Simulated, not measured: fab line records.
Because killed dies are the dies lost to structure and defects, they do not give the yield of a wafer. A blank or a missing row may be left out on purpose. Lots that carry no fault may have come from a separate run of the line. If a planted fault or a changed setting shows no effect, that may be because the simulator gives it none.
fab line records / flow rit_cmos
[record] lots = 15 wafers = 45 last_day = 7
route steps=202 shown ACTIVE@2
lots that met no fault: taken from a fault-free run of the same line
start_h: the number of hours between the record's first day and the start of the first shown wafer of the lot / wait_h: hours elapsed since this lot's preceding step / " as in the row above / L1.1+2: one row covering several wafers at once / - no value present, or no start provided / * or withheld: withheld / < > ~ a bound
route shown NAME@n: NAME is a module with steps in the file, n the number in the route of the first one / usual: mean/standard deviation taken from wafers without a fault / same: alike in all rows / chamber/n: place in a boat / sites: the reading at each site / _std_site: standard deviation of those values / _edge_site: outer sites' mean less inner sites' / radius_mm: how far each site lies from the wafer's centre / mask NAME#n: copy n / behind: the tool/chamber that last shaped the wafer / hold: why the lot went on hold/how many hours it stayed there/how the hold came to an end / device: the transistor (n, p or np) that didn't switch / end of line: the same wafers' tests at the end of the route / a step without rows: its recipe alone / killed: dies lost to structure and defects at the first sort, not the wafer's yield / map: the dies of a wafer, with x for killed, . for not killed, _ for no die there
set.NAME: the setting that was run; set.NAME@STEP: the one run at that earlier step / model.NAME: the simulator's own value behind a step, which no gauge read
a sample of lots followed through the steps of the route, with each step as a table and each wafer as a row
services: when a tool's chamber went out of use (start_h, in hours from the record's first day, below 0 if earlier), for how many hours, and the reason
[[steps]]
[step RIT_ACTIVE_OXIDATION_01]
[recipe] temp_c = 1000 ambient = O2 target_thk_a = 468 ox_time_s = 3360
[usual] ox_temp_c = 1000.0/0.49 ox_temp_c_max = 1005.9/1.2 spike_tc_load_C = 1025.4/2.2
lot.wafer=L825.2 tool=furnace-04 chamber=0 start_h=10.34 wait_h=0.3 ox_temp_c=999.8 ox_temp_c_max=1004.5 spike_tc_load_C=1022.0
lot.wafer=L825.3 tool=furnace-04 chamber=0 start_h=10.34 wait_h=0.3 ox_temp_c=1000.5 ox_temp_c_max=1005.8 spike_tc_load_C=1024.6
lot.wafer=L825.5 tool=furnace-04 chamber=0 start_h=10.34 wait_h=0.3 ox_temp_c=999.6 ox_temp_c_max=1005.2 spike_tc_load_C=1024.7
lot.wafer=L826.4 tool=furnace-01 chamber=0 start_h=15.12 wait_h=0.0 ox_temp_c=999.1 ox_temp_c_max=1008.4 spike_tc_load_C=1027.7
lot.wafer=L826.5 tool=furnace-01 chamber=0 start_h=15.12 wait_h=0.0 ox_temp_c=1000.2 ox_temp_c_max=1006.1 spike_tc_load_C=1027.4
lot.wafer=L826.6 tool=furnace-01 chamber=0 start_h=15.12 wait_h=0.0 ox_temp_c=999.8 ox_temp_c_max=1006.3 spike_tc_load_C=1028.3
lot.wafer=L827.1 tool=furnace-01 chamber=0 start_h=20.12 wait_h=0.1 ox_temp_c=999.5 ox_temp_c_max=1006.4 spike_tc_load_C=1027.5
lot.wafer=L827.3 tool=furnace-01 chamber=0 start_h=20.12 wait_h=0.1 ox_temp_c=1000.0 ox_temp_c_max=1005.4 spike_tc_load_C=1027.4
lot.wafer=L827.5 tool=furnace-01 chamber=0 start_h=20.12 wait_h=0.1 ox_temp_c=999.5 ox_temp_c_max=1006.0 spike_tc_load_C=1026.0
lot.wafer=L828.2 tool=furnace-01 chamber=0 start_h=25.12 wait_h=0.1 ox_temp_c=1000.4 ox_temp_c_max=1006.2 spike_tc_load_C=1027.2
lot.wafer=L828.3 tool=furnace-01 chamber=0 start_h=25.12 wait_h=0.1 ox_temp_c=1000.0 ox_temp_c_max=1007.7 spike_tc_load_C=1026.7
lot.wafer=L828.5 tool=furnace-01 chamber=0 start_h=25.12 wait_h=0.1 ox_temp_c=1000.0 ox_temp_c_max=1006.7 spike_tc_load_C=1029.4
lot.wafer=L830.2 tool=furnace-04 chamber=0 start_h=35.12 wait_h=0.1 ox_temp_c=1000.5 ox_temp_c_max=1005.0 spike_tc_load_C=1022.5
lot.wafer=L830.3 tool=furnace-04 chamber=0 start_h=35.12 wait_h=0.1 ox_temp_c=999.9 ox_temp_c_max=1005.8 spike_tc_load_C=1023.1
lot.wafer=L830.4 tool=furnace-04 chamber=0 start_h=35.12 wait_h=0.1 ox_temp_c=1000.1 ox_temp_c_max=1005.3 spike_tc_load_C=1023.2
lot.wafer=L832.1 tool=furnace-01 chamber=0 start_h=45.12 wait_h=0.1 ox_temp_c=1000.4 ox_temp_c_max=1007.1 spike_tc_load_C=1029.6
lot.wafer=L832.3 tool=furnace-01 chamber=0 start_h=45.12 wait_h=0.1 ox_temp_c=1000.2 ox_temp_c_max=1005.8 spike_tc_load_C=1026.4
lot.wafer=L832.6 tool=furnace-01 chamber=0 start_h=45.12 wait_h=0.1 ox_temp_c=1000.1 ox_temp_c_max=1005.8 spike_tc_load_C=1027.0
lot.wafer=L833.4 tool=furnace-04 chamber=0 start_h=50.12 wait_h=0.0 ox_temp_c=1000.1 ox_temp_c_max=1005.1 spike_tc_load_C=1024.0
lot.wafer=L833.5 tool=furnace-04 chamber=0 start_h=50.12 wait_h=0.0 ox_temp_c=999.9 ox_temp_c_max=1005.1 spike_tc_load_C=1023.8
lot.wafer=L833.6 tool=furnace-04 chamber=0 start_h=50.12 wait_h=0.0 ox_temp_c=999.2 ox_temp_c_max=1005.4 spike_tc_load_C=1023.0
lot.wafer=L834.1 tool=furnace-02 chamber=0 start_h=55.12 wait_h=0.1 ox_temp_c=1000.0 ox_temp_c_max=1005.9 spike_tc_load_C=1023.0
lot.wafer=L834.3 tool=furnace-02 chamber=0 start_h=55.12 wait_h=0.1 ox_temp_c=1000.6 ox_temp_c_max=1005.7 spike_tc_load_C=1024.4
lot.wafer=L834.6 tool=furnace-02 chamber=0 start_h=55.12 wait_h=0.1 ox_temp_c=999.6 ox_temp_c_max=1004.6 spike_tc_load_C=1022.8
lot.wafer=L835.1 tool=furnace-01 chamber=0 start_h=60.12 wait_h=0.1 ox_temp_c=1000.8 ox_temp_c_max=1009.5 spike_tc_load_C=1026.7
lot.wafer=L835.2 tool=furnace-01 chamber=0 start_h=60.12 wait_h=0.1 ox_temp_c=1000.1 ox_temp_c_max=1006.0 spike_tc_load_C=1028.4
lot.wafer=L835.3 tool=furnace-01 chamber=0 start_h=60.12 wait_h=0.1 ox_temp_c=1000.3 ox_temp_c_max=1006.1 spike_tc_load_C=1026.9
lot.wafer=L836.4 tool=furnace-04 chamber=- start_h=65.12 wait_h=0.0 ox_temp_c=- ox_temp_c_max=- spike_tc_load_C=-
lot.wafer=L836.5 tool=furnace-04 chamber=- start_h=65.12 wait_h=0.0 ox_temp_c=- ox_temp_c_max=- spike_tc_load_C=-
lot.wafer=L836.6 tool=furnace-04 chamber=- start_h=65.12 wait_h=0.0 ox_temp_c=- ox_temp_c_max=- spike_tc_load_C=-
lot.wafer=L837.2 tool=furnace-01 chamber=- start_h=70.12 wait_h=0.1 ox_temp_c=- ox_temp_c_max=- spike_tc_load_C=-
lot.wafer=L837.4 tool=furnace-01 chamber=- start_h=70.12 wait_h=0.1 ox_temp_c=- ox_temp_c_max=- spike_tc_load_C=-
lot.wafer=L837.6 tool=furnace-01 chamber=- start_h=70.12 wait_h=0.1 ox_temp_c=- ox_temp_c_max=- spike_tc_load_C=-
lot.wafer=L838.3 tool=furnace-04 chamber=- start_h=75.12 wait_h=0.1 ox_temp_c=- ox_temp_c_max=- spike_tc_load_C=-
lot.wafer=L838.5 tool=furnace-04 chamber=- start_h=75.12 wait_h=0.1 ox_temp_c=- ox_temp_c_max=- spike_tc_load_C=-
lot.wafer=L838.6 tool=furnace-04 chamber=- start_h=75.12 wait_h=0.1 ox_temp_c=- ox_temp_c_max=- spike_tc_load_C=-
lot.wafer=L846.3 tool=furnace-04 chamber=0 start_h=115.12 wait_h=0.1 ox_temp_c=1000.4 ox_temp_c_max=1004.9 spike_tc_load_C=1022.2
lot.wafer=L846.4 tool=furnace-04 chamber=0 start_h=115.12 wait_h=0.1 ox_temp_c=1000.4 ox_temp_c_max=1005.5 spike_tc_load_C=1022.7
lot.wafer=L846.5 tool=furnace-04 chamber=0 start_h=115.12 wait_h=0.1 ox_temp_c=1000.4 ox_temp_c_max=1006.9 spike_tc_load_C=1023.8
lot.wafer=L847.3 tool=furnace-02 chamber=0 start_h=120.12 wait_h=0.1 ox_temp_c=1000.4 ox_temp_c_max=1005.3 spike_tc_load_C=1020.9
lot.wafer=L847.4 tool=furnace-02 chamber=0 start_h=120.12 wait_h=0.1 ox_temp_c=1000.4 ox_temp_c_max=1005.5 spike_tc_load_C=1023.9
lot.wafer=L847.6 tool=furnace-02 chamber=0 start_h=120.12 wait_h=0.1 ox_temp_c=1001.0 ox_temp_c_max=1006.7 spike_tc_load_C=1023.9
lot.wafer=L848.1 tool=furnace-01 chamber=0 start_h=125.12 wait_h=0.1 ox_temp_c=1000.7 ox_temp_c_max=1006.3 spike_tc_load_C=1026.1
lot.wafer=L848.2 tool=furnace-01 chamber=0 start_h=125.12 wait_h=0.1 ox_temp_c=999.5 ox_temp_c_max=1007.3 spike_tc_load_C=1027.5
lot.wafer=L848.6 tool=furnace-01 chamber=0 start_h=125.12 wait_h=0.1 ox_temp_c=999.1 ox_temp_c_max=1004.6 spike_tc_load_C=1025.2
[[services]]
tool=furnace-01 chamber=- start_h=2.26 hours=7.2 kind=repair
tool=furnace-01 chamber=- start_h=85.35 hours=3.3 kind=pm
tool=furnace-04 chamber=- start_h=93.87 hours=4.0 kind=pm
tool=furnace-02 chamber=- start_h=104.22 hours=4.5 kind=pm
tool=furnace-04 chamber=- start_h=109.31 hours=3.3 kind=pm
[[key]]
[first_sign] step = RIT_ACTIVE_OXIDATION_01 reading = tool_record direction = missing
effect none on later readings
met_at RIT_ACTIVE_OXIDATION_01
struck_lots L836,L837,L838
later_rows_left_out L836.4,L836.5,L836.6,L837.2,L837.4,L837.6,L838.3,L838.5,L838.6
sort_left_out L836.4,L836.5,L836.6,L837.2,L837.4,L837.6,L838.3,L838.5,L838.6
tester_left_out L836,L837,L838
onset_between 60.12 65.12
[fault] kind = skipped_step_whole tool = furnace-01,furnace-04 chamber = - onset_h = 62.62 steps = RIT_ACTIVE_OXIDATION_01 scope = struck_lots_only
// tester_left_out: of these lots the tester's yield and bins aren't shown, on N5 and GAA mostly nor the transistor test; their killed dies are dies lost to structure and defects alone, not to doping, threshold or leakage, so they don't give the yield
// sort_left_out: the simulated sort isn't trusted on such a fault, so these wafers' sort isn't shown, and their yield isn't known
// later_rows_left_out: the simulator's readings of these wafers behind a module that went badly wrong aren't trusted and aren't shown, but for the sort
